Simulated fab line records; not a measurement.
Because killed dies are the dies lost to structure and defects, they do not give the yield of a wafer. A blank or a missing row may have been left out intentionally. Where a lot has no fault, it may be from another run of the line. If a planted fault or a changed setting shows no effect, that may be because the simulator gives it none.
fab line records + flow rit-cmos
record:
- lots: 14
- wafers: 42
- last-day: 7
route steps=202 shown SDANNEAL@156 PSD@157 PLDD@159
lots that met no fault: taken from a fault-free run of the same line
start-h: the number of hours between the record's first day and the start of the first shown wafer of the lot + wait-h: hours since the lot's step before + " unchanged from the row above + L1.1+2: one row covering several wafers at once + - either no value or no given start + * or withheld: withheld + < > ~ a bound
route shown NAME@n: a module of which the file shows steps, and the number in the route of the first + usual: average and standard deviation across the fault-free wafers + same: alike in all rows + chamber/n: place in a boat + sites: readings site by site + _std_site: the standard deviation of these + _edge_site: mean of outer sites minus mean of inner sites + radius-mm: how far each site lies from the wafer's centre + mask NAME#n: copy n + behind: tool/chamber where the wafer was last shaped + hold: what put the lot on hold/how long, in hours/how the hold closed + device: whichever transistor did not switch (one of n, p or np) + end of line: the route-end tests of the same wafers + a step without rows: its recipe alone + killed: the dies lost at the first sort to structure and to defects; this is not the yield of the wafer + map: dies across one wafer; x = killed, . = not, _ = none there
set.NAME: the run value of the setting; set.NAME@STEP: its run value at that earlier step + model.NAME: the simulator's own value behind a step, which no gauge read
a sample of lots followed through the steps of the route, with each step as a table and each wafer as a row
services: the hour from which a tool's chamber was out of use, counted from the record's first day as start-h (under 0 if before that day), plus the number of hours and why
== steps ==
step: RIT_SDANNEAL_RTA_03
recipe:
- temp-c: 1050
- time-s: 5
- idle-temp-c: 600
- ramp-up-c-per-s: 342
- ramp-down-c-per-s: 171
- cool-to-c: 600
- ambient: N2
usual:
- chamber-o2-ppm: 1.996/0.023
- wafer_temp_C_max: 1053.4/1.1
| lot.wafer | tool          | chamber | start-h | wait-h | chamber-o2-ppm | wafer_temp_C_max |
|-----------|---------------|---------|---------|--------|----------------|------------------|
| L935.1    | rtp-anneal-01 | 0       | 52.37   | 0.0    | 1.967          | 1052.6           |
| L935.4    | "             | 0       | "       | "      | 1.973          | 1054.3           |
| L935.5    | "             | 0       | "       | "      | 1.993          | 1054.1           |
| L936.1    | rtp-anneal-02 | 0       | 59.33   | 0.0    | 1.995          | 1053.2           |
| L936.2    | "             | 0       | "       | "      | 1.973          | 1053.2           |
| L936.4    | "             | 0       | "       | "      | 1.998          | 1052.4           |
| L937.2    | rtp-anneal-01 | 0       | 64.97   | 0.0    | 1.967          | 1051.9           |
| L937.3    | "             | 0       | "       | "      | 1.961          | 1053.4           |
| L937.4    | "             | 0       | "       | "      | 1.993          | 1054.0           |
| L938.4    | rtp-anneal-02 | 0       | 67.29   | 0.0    | 1.944          | 1053.7           |
| L938.5    | "             | 0       | "       | "      | 1.985          | 1055.7           |
| L938.6    | "             | 0       | "       | "      | 2.001          | 1052.9           |
| L939.1    | rtp-anneal-01 | 0       | 71.96   | 0.0    | 2.016          | 1050.5           |
| L939.3    | "             | 0       | "       | "      | 2.045          | 1053.9           |
| L939.6    | "             | 0       | "       | "      | 2.032          | 1053.7           |
| L940.3    | rtp-anneal-02 | 0       | 78.85   | 0.0    | 1.997          | 1053.2           |
| L940.4    | "             | 0       | "       | "      | 1.986          | 1050.6           |
| L940.5    | "             | 0       | "       | "      | 2.013          | 1053.2           |
| L942.1    | rtp-anneal-02 | 0       | 93.31   | 0.0    | 1.965          | 1052.5           |
| L942.2    | "             | 0       | "       | "      | 1.976          | 1055.0           |
| L942.5    | "             | 0       | "       | "      | 1.985          | 1053.9           |
| L945.1    | rtp-anneal-02 | 0       | 103.66  | 0.0    | 2.039          | 1052.3           |
| L945.4    | "             | 0       | "       | "      | 2.004          | 1053.4           |
| L945.6    | "             | 0       | "       | "      | 1.999          | 1053.5           |
| L949.2    | rtp-anneal-01 | 0       | 142.13  | 0.0    | 2.019          | 1054.5           |
| L949.3    | "             | 0       | "       | "      | 1.961          | 1052.4           |
| L949.4    | "             | 0       | "       | "      | 1.975          | 1053.6           |
| L951.1    | rtp-anneal-02 | 0       | 146.43  | 0.0    | 1.978          | 1054.1           |
| L951.2    | "             | 0       | "       | "      | 1.996          | 1053.4           |
| L951.4    | "             | 0       | "       | "      | 2.018          | 1053.5           |
| L952.1    | rtp-anneal-01 | 0       | 146.80  | 0.0    | 1.969          | 1052.1           |
| L952.3    | "             | 0       | "       | "      | 1.984          | 1054.4           |
| L952.5    | "             | 0       | "       | "      | 2.001          | 1052.0           |
| L953.3    | rtp-anneal-02 | 0       | 157.65  | 0.0    | 2.005          | 1054.5           |
| L953.5    | "             | 0       | "       | "      | 1.976          | 1052.8           |
| L953.6    | "             | 0       | "       | "      | 1.989          | 1052.9           |
| L955.2    | rtp-anneal-02 | 0       | 164.56  | 0.0    | 1.950          | 1055.0           |
| L955.5    | "             | 0       | "       | "      | 1.990          | 1053.5           |
| L955.6    | "             | 0       | "       | "      | 1.982          | 1052.9           |
| L958.1    | rtp-anneal-02 | 0       | 169.95  | 0.0    | 1.984          | 1054.6           |
| L958.4    | "             | 0       | "       | "      | 2.012          | 1052.6           |
| L958.6    | "             | 0       | "       | "      | 1.975          | 1052.2           |
step: RIT_SDANNEAL_RS_MEAS_04
recipe:
- thk-meas-gauge: four-point-probe
usual:
- PSD_RS: 116.5/0.31
| lot.wafer | tool          | chamber | start-h | wait-h | PSD_RS[ohm/sq] |
|-----------|---------------|---------|---------|--------|----------------|
| L935.1    | film-metro-01 | -       | 52.42   | 0.0    | 116.9          |
| L935.4    | "             | -       | "       | "      | 116.7          |
| L935.5    | "             | -       | "       | "      | 116.5          |
| L936.1    | film-metro-02 | -       | 59.39   | 0.0    | 116.6          |
| L936.2    | "             | -       | "       | "      | 116.2          |
| L936.4    | "             | -       | "       | "      | 116.1          |
| L937.2    | film-metro-01 | -       | 65.03   | 0.1    | 116.7          |
| L937.3    | "             | -       | "       | "      | 116.5          |
| L937.4    | "             | -       | "       | "      | 117.0          |
| L938.4    | film-metro-04 | -       | 67.38   | 0.1    | 116.1          |
| L938.5    | "             | -       | "       | "      | 116.4          |
| L938.6    | "             | -       | "       | "      | 115.8          |
| L939.1    | film-metro-04 | -       | 72.02   | 0.0    | 117.1          |
| L939.3    | "             | -       | "       | "      | 116.4          |
| L939.6    | "             | -       | "       | "      | 116.6          |
| L940.3    | film-metro-04 | -       | 78.93   | 0.1    | 116.5          |
| L940.4    | "             | -       | "       | "      | 117.1          |
| L940.5    | "             | -       | "       | "      | 116.7          |
| L942.1    | film-metro-01 | -       | 93.37   | 0.0    | 117.1          |
| L942.2    | "             | -       | "       | "      | 116.7          |
| L942.5    | "             | -       | "       | "      | 116.6          |
| L945.1    | film-metro-02 | -       | 103.72  | 0.0    | 116.5          |
| L945.4    | "             | -       | "       | "      | 116.4          |
| L945.6    | "             | -       | "       | "      | 116.4          |
| L949.2    | film-metro-02 | -       | 142.20  | 0.1    | 128.8          |
| L949.3    | "             | -       | "       | "      | 128.8          |
| L949.4    | "             | -       | "       | "      | 128.7          |
| L951.1    | film-metro-02 | -       | 146.49  | 0.0    | 116.8          |
| L951.2    | "             | -       | "       | "      | 116.5          |
| L951.4    | "             | -       | "       | "      | 117.1          |
| L952.1    | film-metro-01 | -       | 146.86  | 0.0    | 129.0          |
| L952.3    | "             | -       | "       | "      | 128.7          |
| L952.5    | "             | -       | "       | "      | 128.5          |
| L953.3    | film-metro-01 | -       | 157.72  | 0.1    | 116.3          |
| L953.5    | "             | -       | "       | "      | 116.9          |
| L953.6    | "             | -       | "       | "      | 116.9          |
| L955.2    | film-metro-04 | -       | 164.63  | 0.1    | 116.2          |
| L955.5    | "             | -       | "       | "      | 116.4          |
| L955.6    | "             | -       | "       | "      | 116.1          |
| L958.1    | film-metro-02 | -       | 170.03  | 0.1    | 116.4          |
| L958.4    | "             | -       | "       | "      | 116.3          |
| L958.6    | "             | -       | "       | "      | 116.3          |
step: RIT_SDANNEAL_RS_MEAS_06
recipe:
- thk-meas-gauge: four-point-probe
usual:
- PLDD_RS: 178.8/0.52
| lot.wafer | tool          | chamber | start-h | wait-h | PLDD_RS[ohm/sq] |
|-----------|---------------|---------|---------|--------|-----------------|
| L935.1    | film-metro-01 | -       | 52.66   | 0.1    | 179.1           |
| L935.4    | "             | -       | "       | "      | 179.4           |
| L935.5    | "             | -       | "       | "      | 178.8           |
| L936.1    | film-metro-02 | -       | 59.63   | 0.1    | 179.0           |
| L936.2    | "             | -       | "       | "      | 178.8           |
| L936.4    | "             | -       | "       | "      | 178.6           |
| L937.2    | film-metro-01 | -       | 65.27   | 0.1    | 178.1           |
| L937.3    | "             | -       | "       | "      | 178.8           |
| L937.4    | "             | -       | "       | "      | 179.0           |
| L938.4    | film-metro-04 | -       | 67.62   | 0.1    | 178.5           |
| L938.5    | "             | -       | "       | "      | 178.4           |
| L938.6    | "             | -       | "       | "      | 178.4           |
| L939.1    | film-metro-04 | -       | 72.26   | 0.1    | 178.8           |
| L939.3    | "             | -       | "       | "      | 178.1           |
| L939.6    | "             | -       | "       | "      | 178.4           |
| L940.3    | film-metro-04 | -       | 79.17   | 0.1    | 180.1           |
| L940.4    | "             | -       | "       | "      | 178.8           |
| L940.5    | "             | -       | "       | "      | 179.0           |
| L942.1    | film-metro-01 | -       | 93.61   | 0.1    | 179.0           |
| L942.2    | "             | -       | "       | "      | 178.9           |
| L942.5    | "             | -       | "       | "      | 178.8           |
| L945.1    | film-metro-02 | -       | 103.96  | 0.1    | 178.8           |
| L945.4    | "             | -       | "       | "      | 178.9           |
| L945.6    | "             | -       | "       | "      | 178.5           |
| L949.2    | film-metro-02 | -       | 142.44  | 0.1    | 190.0           |
| L949.3    | "             | -       | "       | "      | 190.9           |
| L949.4    | "             | -       | "       | "      | 191.0           |
| L951.1    | film-metro-02 | -       | 146.73  | 0.1    | 178.7           |
| L951.2    | "             | -       | "       | "      | 178.5           |
| L951.4    | "             | -       | "       | "      | 179.4           |
| L952.1    | film-metro-01 | -       | 147.10  | 0.1    | 191.8           |
| L952.3    | "             | -       | "       | "      | 191.1           |
| L952.5    | "             | -       | "       | "      | 191.2           |
| L953.3    | film-metro-01 | -       | 157.96  | 0.1    | 178.7           |
| L953.5    | "             | -       | "       | "      | 179.3           |
| L953.6    | "             | -       | "       | "      | 179.3           |
| L955.2    | film-metro-04 | -       | 164.87  | 0.1    | 177.8           |
| L955.5    | "             | -       | "       | "      | 178.0           |
| L955.6    | "             | -       | "       | "      | 177.5           |
| L958.1    | film-metro-02 | -       | 170.27  | 0.1    | 178.5           |
| L958.4    | "             | -       | "       | "      | 177.8           |
| L958.6    | "             | -       | "       | "      | 178.5           |
== services ==
| tool          | chamber | start-h | hours | kind |
|---------------|---------|---------|-------|------|
| rtp-anneal-01 | -       | 96.00   | 3.4   | pm   |
== key ==
first-sign:
- step: RIT_SDANNEAL_RS_MEAS_04
- reading: PSD_RS
- direction: up
- sigmas: 40
- usual: 116.5
- struck: 128.7
effect:
- step: RIT_SDANNEAL_RS_MEAS_06
- reading: PLDD_RS
- direction: up
- sigmas: 24
- usual: 178.8
- struck: 191.0
met-at RIT_SDANNEAL_RTA_03
struck-lots L949,L952
tester-left-out L949,L952
onset-between 71.96 142.13
fault:
- kind: process-parameter-drift
- tool: rtp-anneal-01
- chamber: -
- onset-h: 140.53
- steps: RIT_SDANNEAL_RTA_03
- channel: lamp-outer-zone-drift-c
- offset: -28
- shape: step
- end-h: 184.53
tester-left-out: of these lots the tester's yield and bins aren't shown, on N5 and GAA mostly nor the transistor test; their killed dies are dies lost to structure and defects alone, not to doping, threshold or leakage, so they don't give the yield
